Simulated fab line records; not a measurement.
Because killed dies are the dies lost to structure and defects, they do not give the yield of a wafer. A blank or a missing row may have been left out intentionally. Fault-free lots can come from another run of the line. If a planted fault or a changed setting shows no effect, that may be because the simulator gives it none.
fab line records	flow ritCmos
record lots=5	wafers=23
route steps=202 shown ACTIVE@9 FOX2@23 PRETRO@65 GATE@84 NLDD@111 PLDD@116 M1@202
startH: start of the lot's first displayed wafer, in hours after the record's first day	waitH: time in hours since the lot's previous step	" same as the row above	L1.1+2: a single row standing in for several wafers	- no value, or no start given	* or withheld: withheld	< > ~ a bound
route shown NAME@n: NAME is a module with steps in the file, n the number in the route of the first one	usual: the fault-free wafers' mean and standard deviation	same: alike in all rows	chamber/n: place in a boat	sites: the reading at each site	_std_site: standard deviation across them	_edge_site: outer sites' mean less inner sites'	radiusMm: for every site, how far away it sits from the centre of the wafer	mask NAME#n: copy n	behind: the tool/chamber that last shaped the wafer	hold: what put the lot on hold/how long, in hours/how the hold closed	device: whichever transistor did not switch (one of n, p or np)	end of line: the tests these same wafers got at the end of their route	a step without rows: its recipe alone	killed: count of dies lost to structure and defects at first sort (not the wafer's yield)	map: shows each die of a wafer: x if killed, . if not, _ if none is there
set.NAME: setting as actually run; set.NAME@STEP: the setting as run at that earlier step	model.NAME: the simulator's own value behind a step, which no gauge read
lots with deliberately changed settings; one table per step, one row per wafer
## steps
# step RIT_ACTIVE_EXPOSE_08
# recipe maskId=M1	na=0.6	sourceShape=conventional	sigmaOuter=0.6	targetCdNm=1400	doseMj=225
lot.wafer	tool	chamber	startH	waitH	mask	set.doseMj
L074.1+2+3+5+6	ilineStepper-02	0	16.36	0.1	M1#0	225
L075.2+3+4+5+6	ilineStepper-01	0	19.89	0.2	M1#0	225
L076.1+2+4	ilineStepper-02	0	24.71	0.2	M1#0	225
L076.5+6	"	0	"	"	M1#0	237.8
L078.1+4+5	ilineStepper-02	0	34.16	0.2	M1#0	225
L084.1+2	ilineStepper-01	0	64.17	0.2	M1#0	225
L084.4+5+6	"	0	"	"	M1#0	208.5
# step RIT_ACTIVE_PEB_09
# recipe resist=NOVOLAK	tempC=withheld	timeS=withheld
# step RIT_ACTIVE_DEVELOP_10
# recipe resist=NOVOLAK	developTimeS=50	devTempC=23
# step RIT_ACTIVE_CD_MEAS_11
# recipe targetCdNm=1400
# usual cdNm=1399.5/2.7
lot.wafer	tool	chamber	startH	waitH	set.doseMj@ACTIVE_EXPOSE_08	cdNm
L074.1	cdSem-01	-	16.76	-	225	1398.1
L074.2	"	-	"	"	225	1399.1
L074.3	"	-	"	"	225	1399.0
L074.5	"	-	"	"	225	1397.2
L074.6	"	-	"	"	225	1397.6
L075.2	cdSem-01	-	20.29	-	225	1397.3
L075.3	"	-	"	"	225	1397.9
L075.4	"	-	"	"	225	1398.0
L075.5	"	-	"	"	225	1395.8
L075.6	"	-	"	"	225	1397.2
L076.1	cdSem-02	-	25.11	-	225	1401.3
L076.2	"	-	"	"	225	1400.2
L076.4	"	-	"	"	225	1399.5
L076.5	"	-	"	"	237.8	1383.5
L076.6	"	-	"	"	237.8	1382.8
L078.1	cdSem-01	-	34.56	-	225	1401.9
L078.4	"	-	"	"	225	1399.5
L078.5	"	-	"	"	225	1398.8
L084.1	cdSem-01	-	64.56	-	225	1396.2
L084.2	"	-	"	"	225	1397.7
L084.4	"	-	"	"	208.5	1418.6
L084.5	"	-	"	"	208.5	1418.7
L084.6	"	-	"	"	208.5	1417.4
# step RIT_ACTIVE_HARDBAKE_12
# recipe resist=NOVOLAK	tempC=140	timeS=60
# step RIT_ACTIVE_ETCH_13
# recipe stopOn=SiO2	chemistry=SF6	target=Si3N4	timeS=210	overEtchFrac=0.4	SF6_flow_sccm=200	pressureMtorr=260	rfW=125	targetDepthA=2100
lot.wafer	tool	chamber	startH	waitH	set.doseMj@ACTIVE_EXPOSE_08	model.ACTIVE.cdNm
L074.1+6	rieDiel-04	1,0	17.03	0.1	225	1398
L074.2+3	"	0,3	"	"	225	1399
L074.5	"	1	"	"	225	1397
L075.2+3+4	rieDiel-02	3,0,2	20.54	0.1	225	1398
L075.5	"	0	"	"	225	1396
L075.6	"	1	"	"	225	1397
L076.1	rieDiel-04	3	25.38	0.1	225	1401
L076.2+4	"	0,1	"	"	225	1400
L076.5+6	"	0,1	"	"	237.8	1383
L078.1	rieDiel-03	1	34.83	0.1	225	1402
L078.4	"	1	"	"	225	1400
L078.5	"	2	"	"	225	1399
L084.1	rieDiel-04	0	64.83	0.1	225	1396
L084.2	"	3	"	"	225	1398
L084.4+5	"	0,3	"	"	208.5	1419
L084.6	"	1	"	"	208.5	1417
# step RIT_ACTIVE_STRIP_14
# recipe chemistry=O2	timeS=180	resist=NOVOLAK	platenTempC=withheld	powerW=500	pressureMtorr=4000	o2FlowSccm=4000
# step RIT_ACTIVE_CD_MEAS_90
# recipe targetCdNm=1400
# usual cdNm=1399.6/2.7
lot.wafer	tool	chamber	startH	waitH	set.doseMj@ACTIVE_EXPOSE_08	cdNm
L074.1	cdSem-01	-	17.34	0.1	225	1398.4
L074.2	"	-	"	"	225	1398.8
L074.3	"	-	"	"	225	1398.8
L074.5	"	-	"	"	225	1397.2
L074.6	"	-	"	"	225	1397.8
L075.2	cdSem-02	-	20.87	0.1	225	1397.7
L075.3	"	-	"	"	225	1398.0
L075.4	"	-	"	"	225	1398.6
L075.5	"	-	"	"	225	1396.0
L075.6	"	-	"	"	225	1397.3
L076.1	cdSem-01	-	25.69	0.1	225	1401.3
L076.2	"	-	"	"	225	1400.3
L076.4	"	-	"	"	225	1399.7
L076.5	"	-	"	"	237.8	1383.3
L076.6	"	-	"	"	237.8	1382.9
L078.1	cdSem-02	-	35.14	0.1	225	1401.7
L078.4	"	-	"	"	225	1399.7
L078.5	"	-	"	"	225	1398.8
L084.1	cdSem-01	-	65.14	0.1	225	1396.1
L084.2	"	-	"	"	225	1397.9
L084.4	"	-	"	"	208.5	1419.0
L084.5	"	-	"	"	208.5	1418.9
L084.6	"	-	"	"	208.5	1416.8
# step RIT_FOX2_OXIDATION_00
# recipe tempC=1100	ambient=H2O	targetThkA=3507	pH2oTorr=720	oxTimeS=1130
lot.wafer	tool	chamber	startH	waitH	set.oxTimeS	model.SiO2_of_FOX2_OXIDATION_00.thkNm
L074.1	-	-	-	0.0	980.1	326.8
L074.2	"	-	"	"	980.1	330.1
L074.3	"	-	"	"	980.1	330.4
L074.5	"	-	"	"	980.1	328.3
L074.6	"	-	"	"	980.1	324.5
L075.2	-	-	-	0.7	1061	338.1
L075.3	"	-	"	"	1061	340.2
L075.4	"	-	"	"	1061	345.8
L075.5	"	-	"	"	1061	343.8
L075.6	"	-	"	"	1061	334.4
L076.1	-	-	-	0.0	1004	321
L076.2	"	-	"	"	1004	317.2
L076.4	"	-	"	"	1004	324.8
L076.5	"	-	"	"	1004	329.7
L076.6	"	-	"	"	1004	317.3
L078.1	furnace-04	0	37.31	0.0	1130	353.2
L078.4	"	0	"	"	1130	359.9
L078.5	"	0	"	"	1130	358.9
L084.1	-	-	-	0.0	1130	348.6
L084.2	"	-	"	"	1130	347.4
L084.4	"	-	"	"	1130	337.6
L084.5	"	-	"	"	1130	346.7
L084.6	"	-	"	"	1130	350.7
# step RIT_PRETRO_COAT_01
# recipe resist=NOVOLAK	spinRpm=2000	resistThkNm=1300
lot.wafer	tool	chamber	startH	waitH	set.resistThkNm	model.NOVOLAK_of_PRETRO_COAT_01.thkNm
L074.1	lithoTrack-01	0	31.98	0.1	1300	1304
L074.2+3	"	0	"	"	1300	1301
L074.5	"	0	"	"	1300	1299
L074.6	"	0	"	"	1300	1303
L075.2	lithoTrack-02	0	37.02	0.1	1248	1248
L075.3	"	0	"	"	1300	1297
L075.4	"	0	"	"	1248	1250
L075.5+6	"	0	"	"	1300	1302
L076.1+6	lithoTrack-03	0	41.56	0.1	1300	1294
L076.2	"	0	"	"	1300	1298
L076.4+5	"	0	"	"	1359	1352
L078.1+4	lithoTrack-02	0	50.00	0.1	1300	1301
L078.5	"	0	"	"	1300	1307
L084.1	lithoTrack-01	0	79.97	0.1	1267	1269
L084.2	"	0	"	"	1267	1266
L084.4	"	0	"	"	1300	1299
L084.5	"	0	"	"	1267	1265
L084.6	"	0	"	"	1300	1300
# step RIT_PRETRO_SOFTBAKE_02
# recipe resist=NOVOLAK	tempC=90	timeS=60
# step RIT_PRETRO_EXPOSE_03
# recipe maskId=M5	na=0.57	targetCdNm=43700	doseMj=250
# step RIT_PRETRO_DEVELOP_05
# recipe resist=NOVOLAK	developTimeS=68	devTempC=23
# step RIT_PRETRO_HARDBAKE_07
# recipe resist=NOVOLAK	tempC=140	timeS=120
lot.wafer	tool	chamber	startH	waitH	set.resistThkNm@PRETRO_COAT_01	model.NOVOLAK_of_PRETRO_COAT_01.thkNm
L074.1	lithoTrack-03	0	32.92	0.0	1300	1141
L074.2+3	"	0	"	"	1300	1138
L074.5	"	0	"	"	1300	1136
L074.6	"	0	"	"	1300	1140
L075.2	lithoTrack-03	0	37.92	0.1	1248	1092
L075.3	"	0	"	"	1300	1134
L075.4	"	0	"	"	1248	1094
L075.5+6	"	0	"	"	1300	1139
L076.1	lithoTrack-02	0	42.33	0.0	1300	1131
L076.2	"	0	"	"	1300	1135
L076.4+5	"	0	"	"	1359	1182
L076.6	"	0	"	"	1300	1132
L078.1	lithoTrack-02	0	50.77	0.0	1300	1138
L078.4	"	0	"	"	1300	1137
L078.5	"	0	"	"	1300	1143
L084.1	lithoTrack-02	0	80.74	0.0	1267	1110
L084.2+5	"	0	"	"	1267	1107
L084.4	"	0	"	"	1300	1136
L084.6	"	0	"	"	1300	1137
# step RIT_GATE_CVD_08
# recipe material=poly-Si	targetThkNm=250	tempC=610	precursor=SiH4	timeS=2220	pressureMtorr=300	sih4FlowSccm=100
lot.wafer	tool	chamber	startH	waitH	set.pressureMtorr	model.poly-Si_of_GATE_CVD_08.thkNm
L074.1	-	-	-	0.1	300	255.2
L074.2	"	-	"	"	300	255.1
L074.3	"	-	"	"	300	252.9
L074.5	"	-	"	"	300	253.9
L074.6	"	-	"	"	300	254.9
L075.2	-	-	-	0.0	300	248.6
L075.3+6	"	-	"	"	300	245.7
L075.4	"	-	"	"	300	248.3
L075.5	"	-	"	"	300	245.6
L076.1	-	-	-	0.1	275	240.5
L076.2	"	-	"	"	275	239.8
L076.4+5	"	-	"	"	275	240
L076.6	"	-	"	"	275	238.9
L078.1	lpcvd-02	0	53.93	0.1	300	253.2
L078.4	"	0	"	"	300	252.7
L078.5	"	0	"	"	300	251.6
L084.1	-	-	-	0.1	344.2	262.2
L084.2	"	-	"	"	344.2	262.5
L084.4	"	-	"	"	344.2	263.7
L084.5	"	-	"	"	344.2	264.4
L084.6	"	-	"	"	344.2	262.6
# step RIT_GATE_EXPOSE_13
# recipe maskId=M6	na=0.6	sourceShape=conventional	sigmaOuter=0.6	targetCdNm=150	doseMj=380
lot.wafer	tool	chamber	startH	waitH	mask	set.doseMj
L074.1+3+6	ilineStepper-01	0	38.96	0.1	M6#0	355.5
L074.2+5	"	0	"	"	M6#0	380
L075.2+3	ilineStepper-01	0	42.65	0.1	M6#0	380
L075.4+5+6	"	0	"	"	M6#0	407.7
L076.1+2+4+5+6	ilineStepper-01	0	46.95	0.1	M6#0	380
L078.1+4+5	ilineStepper-02	0	56.28	0.2	M6#0	380
L084.1+2+4+5+6	ilineStepper-02	0	88.60	0.1	M6#0	380
# step RIT_GATE_PEB_14
# recipe resist=NOVOLAK	tempC=withheld	timeS=withheld
# step RIT_GATE_DEVELOP_15
# recipe resist=NOVOLAK	developTimeS=50	devTempC=23.58
lot.wafer	tool	chamber	startH	waitH	set.doseMj@GATE_EXPOSE_13	model.GATE.cdNm
L074.1	lithoTrack-01	0	-	-	355.5	187.4
L074.2	"	0	"	"	380	151.2
L074.3	"	0	"	"	355.5	185.6
L074.5	"	0	"	"	380	152.5
L074.6	"	0	"	"	355.5	183.7
L075.2	lithoTrack-02	0	-	-	380	152.2
L075.3	"	0	"	"	380	153.2
L075.4	"	0	"	"	407.7	116.4
L075.5	"	0	"	"	407.7	116.7
L075.6	"	0	"	"	407.7	116.5
L076.1	lithoTrack-01	0	-	-	380	150.7
L076.2	"	0	"	"	380	151
L076.4	"	0	"	"	380	151.1
L076.5	"	0	"	"	380	153.2
L076.6	"	0	"	"	380	151.7
L078.1	lithoTrack-04	0	-	-	380	151.6
L078.4	"	0	"	"	380	150.8
L078.5	"	0	"	"	380	149.8
L084.1	lithoTrack-01	0	-	-	380	150.2
L084.2	"	0	"	"	380	154
L084.4	"	0	"	"	380	151.4
L084.5	"	0	"	"	380	151.1
L084.6	"	0	"	"	380	151.3
# step RIT_GATE_CD_MEAS_16
# recipe targetCdNm=150
# usual cdNm=151.3/1.6
lot.wafer	tool	chamber	startH	waitH	set.doseMj@GATE_EXPOSE_13	cdNm
L074.1	cdSem-02	-	39.36	-	355.5	187.6
L074.2	"	-	"	"	380	151.0
L074.3	"	-	"	"	355.5	185.7
L074.5	"	-	"	"	380	152.4
L074.6	"	-	"	"	355.5	183.9
L075.2	cdSem-02	-	43.05	-	380	151.9
L075.3	"	-	"	"	380	153.1
L075.4	"	-	"	"	407.7	116.3
L075.5	"	-	"	"	407.7	116.5
L075.6	"	-	"	"	407.7	116.7
L076.1	cdSem-01	-	47.35	-	380	150.7
L076.2	"	-	"	"	380	151.2
L076.4	"	-	"	"	380	151.2
L076.5	"	-	"	"	380	153.2
L076.6	"	-	"	"	380	151.4
L078.1	cdSem-02	-	56.68	-	380	151.1
L078.4	"	-	"	"	380	150.7
L078.5	"	-	"	"	380	149.5
L084.1	cdSem-01	-	89.00	-	380	149.9
L084.2	"	-	"	"	380	154.1
L084.4	"	-	"	"	380	151.1
L084.5	"	-	"	"	380	151.2
L084.6	"	-	"	"	380	151.3
# step RIT_GATE_ETCH_19
# recipe chemistry=SF6/CHF3/O2	timeS=165	SF6_flow_sccm=30	CHF3_flow_sccm=30	O2_flow_sccm=5	target=poly-Si	pressureMtorr=40	rfW=160	targetDepthA=3125	overEtchFrac=0.25	stopOn=SiO2
lot.wafer	tool	chamber	startH	waitH	set.rfW
L074.1+5	rieSi-02	3,2	39.66	0.1	151.9
L074.2+3+6	"	0,1,1	"	"	160
L075.2+6	rieSi-01	0,1	43.34	0.1	149.5
L075.3+4+5	"	1,3,2	"	"	160
L076.1+6	rieSi-02	2	47.66	0.1	160
L076.2+4+5	"	1,0,3	"	"	167.8
L078.1+4+5	rieSi-02	2,3,3	57.13	0.1	160
L084.1+2+4+5+6	rieSi-02	1,2,2,0,1	89.30	0.1	160
# step RIT_GATE_STRIP_20
# recipe chemistry=O2	timeS=180	resist=NOVOLAK	platenTempC=withheld	powerW=500	pressureMtorr=4000	o2FlowSccm=4000
# step RIT_GATE_CD_MEAS_90
# recipe targetCdNm=150
# usual cdNm=151.3/1.6
lot.wafer	tool	chamber	startH	waitH	set.doseMj@GATE_EXPOSE_13	cdNm
L074.1	cdSem-01	-	39.95	0.1	355.5	187.2
L074.2	"	-	"	"	380	150.6
L074.3	"	-	"	"	355.5	185.5
L074.5	"	-	"	"	380	152.8
L074.6	"	-	"	"	355.5	183.9
L075.2	cdSem-01	-	43.64	0.1	380	152.6
L075.3	"	-	"	"	380	152.9
L075.4	"	-	"	"	407.7	116.1
L075.5	"	-	"	"	407.7	116.9
L075.6	"	-	"	"	407.7	116.8
L076.1	cdSem-02	-	47.94	0.1	380	151.0
L076.2	"	-	"	"	380	150.9
L076.4	"	-	"	"	380	150.8
L076.5	"	-	"	"	380	153.1
L076.6	"	-	"	"	380	152.0
L078.1	cdSem-01	-	57.41	0.1	380	151.8
L078.4	"	-	"	"	380	150.8
L078.5	"	-	"	"	380	149.5
L084.1	cdSem-02	-	89.58	0.1	380	150.3
L084.2	"	-	"	"	380	153.9
L084.4	"	-	"	"	380	151.4
L084.5	"	-	"	"	380	151.3
L084.6	"	-	"	"	380	151.3
# step RIT_NLDD_IMPLANT_08
# recipe species=P	energyKev=20	doseCm2=5e+14	tiltDeg=7
lot.wafer	tool	chamber	startH	waitH	set.energyKev	model.implant.rpNm	model.implant.drpNm
L074.1+2+3+5+6	implanter-01	0	44.08	0.1	20	27.41	12.97
L075.2+3+5	implanter-02	0	47.90	0.1	21.16	28.79	13.42
L075.4+6	"	0	"	"	20	27.71	12.97
L076.1+2+4+5+6	implanter-02	0	52.09	0.1	20	27.28	12.97
L078.1+4+5	implanter-02	0	62.15	0.1	20	27.82	12.97
L084.1+5+6	implanter-02	0	94.07	0.1	20	28.02	12.97
L084.2+4	"	0	"	"	18.89	26.96	12.53
# step RIT_NLDD_STRIP_09
# recipe chemistry=O2	timeS=180	resist=NOVOLAK	platenTempC=withheld	powerW=500	pressureMtorr=4000	o2FlowSccm=4000
# step RIT_NLDD_TW_MEAS_10
# usual NLDD_TW=2480/17
lot.wafer	tool	chamber	startH	waitH	set.energyKev@NLDD_IMPLANT_08	NLDD_TW
L074.1	filmMetro-03	-	44.40	0.1	20	2487
L074.2	"	-	"	"	20	2478
L074.3	"	-	"	"	20	2486
L074.5	"	-	"	"	20	2496
L074.6	"	-	"	"	20	2485
L075.2	filmMetro-04	-	48.21	0.1	21.16	2532
L075.3	"	-	"	"	21.16	2538
L075.4	"	-	"	"	20	2474
L075.5	"	-	"	"	21.16	2537
L075.6	"	-	"	"	20	2483
L076.1	filmMetro-01	-	52.41	0.1	20	2453
L076.2	"	-	"	"	20	2455
L076.4	"	-	"	"	20	2455
L076.5	"	-	"	"	20	2465
L076.6	"	-	"	"	20	2459
L078.1	filmMetro-04	-	62.47	0.1	20	2488
L078.4	"	-	"	"	20	2488
L078.5	"	-	"	"	20	2485
L084.1	filmMetro-01	-	94.39	0.1	20	2465
L084.2	"	-	"	"	18.89	2422
L084.4	"	-	"	"	18.89	2411
L084.5	"	-	"	"	20	2457
L084.6	"	-	"	"	20	2455
# step RIT_PLDD_SOFTBAKE_02
# recipe resist=NOVOLAK	tempC=90	timeS=60
lot.wafer	tool	chamber	startH	waitH	set.tempC	model.NOVOLAK_of_PLDD_COAT_01.thkNm
L074.1	lithoTrack-03	0	44.76	0.1	90	999.6
L074.2	"	0	"	"	93.4	987
L074.3	"	0	"	"	90	998.7
L074.5	"	0	"	"	93.4	988.7
L074.6	"	0	"	"	93.4	988
L075.2	lithoTrack-03	0	48.59	0.1	92.75	989.4
L075.3	"	0	"	"	90	996.7
L075.4	"	0	"	"	92.75	989.1
L075.5	"	0	"	"	92.75	990.2
L075.6	"	0	"	"	90	998.3
L076.1	lithoTrack-04	0	52.77	0.1	90	994.4
L076.2	"	0	"	"	90	993.8
L076.4	"	0	"	"	90	995.9
L076.5	"	0	"	"	90	995.4
L076.6	"	0	"	"	90	995
L078.1	lithoTrack-03	0	62.83	0.1	90	1006
L078.4+5	"	0	"	"	90	1002
L084.1	lithoTrack-04	0	94.75	0.1	90	997.3
L084.2	"	0	"	"	91.01	992.9
L084.4	"	0	"	"	91.01	995.2
L084.5	"	0	"	"	91.01	994.4
L084.6	"	0	"	"	90	994.4
# step RIT_PLDD_IMPLANT_08
# recipe species=BF2	energyKev=20	doseCm2=9e+14	tiltDeg=7
lot.wafer	tool	chamber	startH	waitH	set.doseCm2
L074.1+2+3	implanter-01	0	45.50	0.1	9e+14
L074.5+6	"	0	"	"	9.574e+14
L075.2+4+6	implanter-02	0	49.57	0.1	9.187e+14
L075.3+5	"	0	"	"	9e+14
L076.1+5	implanter-02	0	53.64	0.1	9e+14
L076.2+4+6	"	0	"	"	8.428e+14
L078.1+4+5	implanter-02	0	63.57	0.1	9e+14
L084.1+4+5	implanter-01	0	95.61	0.1	9.385e+14
L084.2+6	"	0	"	"	9e+14
# step RIT_PLDD_STRIP_09
# recipe chemistry=O2	timeS=180	resist=NOVOLAK	platenTempC=withheld	powerW=500	pressureMtorr=4000	o2FlowSccm=4000
# step RIT_PLDD_TW_MEAS_10
# usual PLDD_TW=2336/14
lot.wafer	tool	chamber	startH	waitH	set.doseCm2@PLDD_IMPLANT_08	PLDD_TW
L074.1	filmMetro-04	-	45.82	0.1	9e+14	2337
L074.2	"	-	"	"	9e+14	2347
L074.3	"	-	"	"	9e+14	2338
L074.5	"	-	"	"	9.574e+14	2383
L074.6	"	-	"	"	9.574e+14	2372
L075.2	filmMetro-04	-	49.88	0.1	9.187e+14	2352
L075.3	"	-	"	"	9e+14	2336
L075.4	"	-	"	"	9.187e+14	2357
L075.5	"	-	"	"	9e+14	2354
L075.6	"	-	"	"	9.187e+14	2357
L076.1	filmMetro-03	-	53.96	0.1	9e+14	2361
L076.2	"	-	"	"	8.428e+14	2322
L076.4	"	-	"	"	8.428e+14	2311
L076.5	"	-	"	"	9e+14	2358
L076.6	"	-	"	"	8.428e+14	2316
L078.1	filmMetro-01	-	63.89	0.1	9e+14	2311
L078.4	"	-	"	"	9e+14	2321
L078.5	"	-	"	"	9e+14	2321
L084.1	filmMetro-04	-	95.94	0.1	9.385e+14	2361
L084.2	"	-	"	"	9e+14	2326
L084.4	"	-	"	"	9.385e+14	2354
L084.5	"	-	"	"	9.385e+14	2350
L084.6	"	-	"	"	9e+14	2339
# step RIT_M1_PROBE_99
lot.wafer	tool	chamber	startH	waitH	set.doseMj@GATE_EXPOSE_13	model.etest.nmos_0p15.driveUaUm	model.etest.nmosTurned.driveUaUm	model.etest.npolyLine.lineOhmUm	model.etest.pmos_0p15.driveUaUm	model.etest.pmosTurned.rOnOhmUm	model.etest.ppolyLine.lineOhmUm
L074.1	prober-02	-	59.23	0.1	355.5	351	272.9	118.5	186.8	4266	112.7
L074.2	prober-02	-	59.28	0.1	380	456.8	321.3	158.6	255.9	3368	154.6
L074.3	prober-02	-	59.33	0.2	355.5	360	275.9	115	187.7	4265	113.7
L074.5	prober-02	-	59.43	0.2	380	456	315.9	157.4	250.9	3441	151.6
L074.6	prober-02	-	59.48	0.2	355.5	362.4	273.4	122	192.6	4232	116.3
L075.2	prober-01	-	63.29	0.1	380	460.4	317.4	162.6	246.3	3533	156.2
L075.3	prober-01	-	63.34	0.2	380	451	321.9	151.7	244.2	3469	146.8
L075.4	prober-01	-	63.39	0.2	407.7	649.5	418.2	251.8	376.5	2661	244.7
L075.5	prober-01	-	63.44	0.2	407.7	661.2	427.6	248.8	379.9	2653	245.8
L075.6	prober-01	-	63.49	0.2	407.7	660	428.9	256.7	384.4	2595	247.7
L076.1	prober-02	-	67.74	0.1	380	482.8	353	169.1	262.8	3280	162.4
L076.2	prober-02	-	67.79	0.1	380	480	355	162.4	257.2	3324	160.7
L076.4	prober-02	-	67.89	0.2	380	465.3	341.8	163.2	248.1	3465	159.9
L076.5	prober-02	-	67.94	0.2	380	464.5	343.7	165.8	250.6	3395	160
L076.6	prober-02	-	67.99	0.2	380	471.7	350.4	168.5	252.5	3385	163.3
L078.1	prober-02	-	79.56	0.1	380	467.3	322.9	165.8	264.3	3387	158.3
L078.4	prober-02	-	79.71	0.2	380	472.1	323.9	165.6	266	3332	157.5
L078.5	prober-02	-	79.76	0.2	380	476.5	326.9	168.3	268.2	3271	161
L084.1	prober-02	-	110.67	0.1	380	461.3	310.7	164.2	261.3	3386	156.6
L084.2	prober-02	-	110.72	0.1	380	436.3	297.8	163.3	248.7	3520	155.3
L084.4	prober-02	-	110.82	0.2	380	451.8	302.4	164.6	257.4	3406	156.4
L084.5	prober-02	-	110.87	0.2	380	455.2	310.8	168.1	257.5	3371	162.5
L084.6	prober-02	-	110.92	0.2	380	457.6	316.4	162.4	260.6	3351	153.5
# killed by level:class
L078.1 REOX:geometricParticle:short=1 REOX:geometricParticle:open=1 SILICIDE:geometricParticle:open=1
L078.4 GATE:geometricParticle:short=1 GATE:geometricParticle:open=1
L078.5 GATE:geometricParticle:open=1 GATE:geometricParticle:short=1 REOX:geometricParticle:short=1 SILICIDE:geometricParticle:short=1
## key
split step=RIT_ACTIVE_EXPOSE_08	setting=doseMj	stated=225	by=wafer
response step=RIT_ACTIVE_CD_MEAS_11	reading=cdNm	change=-2.95	per=1%	r=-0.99
response step=RIT_ACTIVE_ETCH_13	reading=model.ACTIVE.cdNm	change=-2.95	per=1%	r=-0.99
response step=RIT_ACTIVE_CD_MEAS_90	reading=cdNm	change=-2.95	per=1%	r=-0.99
split step=RIT_FOX2_OXIDATION_00	setting=oxTimeS	stated=1130	by=lot
response step=RIT_FOX2_OXIDATION_00	reading=model.SiO2_of_FOX2_OXIDATION_00.thkNm	change=+2.01	per=1%	r=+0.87
split step=RIT_PRETRO_COAT_01	setting=resistThkNm	stated=1300	by=wafer
response step=RIT_PRETRO_COAT_01	reading=model.NOVOLAK_of_PRETRO_COAT_01.thkNm	change=+12.7	per=1%	r=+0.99
response step=RIT_PRETRO_HARDBAKE_07	reading=model.NOVOLAK_of_PRETRO_COAT_01.thkNm	change=+11	per=1%	r=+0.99
split step=RIT_GATE_CVD_08	setting=pressureMtorr	stated=300	by=lot
response step=RIT_GATE_CVD_08	reading=model.poly-Si_of_GATE_CVD_08.thkNm	change=+0.972	per=1%	r=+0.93
split step=RIT_GATE_EXPOSE_13	setting=doseMj	stated=380	by=wafer
response step=RIT_GATE_DEVELOP_15	reading=model.GATE.cdNm	change=-5.08	per=1%	r=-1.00
response step=RIT_GATE_CD_MEAS_16	reading=cdNm	change=-5.09	per=1%	r=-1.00
response step=RIT_GATE_CD_MEAS_90	reading=cdNm	change=-5.08	per=1%	r=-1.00
response step=RIT_M1_PROBE_99	reading=model.etest.nmos_0p15.driveUaUm	change=+22.2	per=1%	r=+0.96
response step=RIT_M1_PROBE_99	reading=model.etest.pmos_0p15.driveUaUm	change=+14.8	per=1%	r=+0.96
response step=RIT_M1_PROBE_99	reading=model.etest.npolyLine.lineOhmUm	change=+10	per=1%	r=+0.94
response step=RIT_M1_PROBE_99	reading=model.etest.ppolyLine.lineOhmUm	change=+9.92	per=1%	r=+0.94
response step=RIT_M1_PROBE_99	reading=model.etest.nmosTurned.driveUaUm	change=+11.1	per=1%	r=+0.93
split step=RIT_GATE_ETCH_19	setting=rfW	stated=160	by=wafer
response none clear
split step=RIT_NLDD_IMPLANT_08	setting=energyKev	stated=20	by=wafer
response step=RIT_NLDD_IMPLANT_08	reading=model.implant.rpNm	change=+0.188	per=1%	r=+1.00
response step=RIT_NLDD_IMPLANT_08	reading=model.implant.drpNm	change=+0.0782	per=1%	r=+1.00
response step=RIT_NLDD_TW_MEAS_10	reading=NLDD_TW	change=+8.78	per=1%	r=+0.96
split step=RIT_PLDD_SOFTBAKE_02	setting=tempC	stated=90	by=wafer
response step=RIT_PLDD_SOFTBAKE_02	reading=model.NOVOLAK_of_PLDD_COAT_01.thkNm	change=-2.75	per=1%	r=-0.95
split step=RIT_PLDD_IMPLANT_08	setting=doseCm2	stated=9e+14	by=wafer
response step=RIT_PLDD_TW_MEAS_10	reading=PLDD_TW	change=+6.06	per=1%	r=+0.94
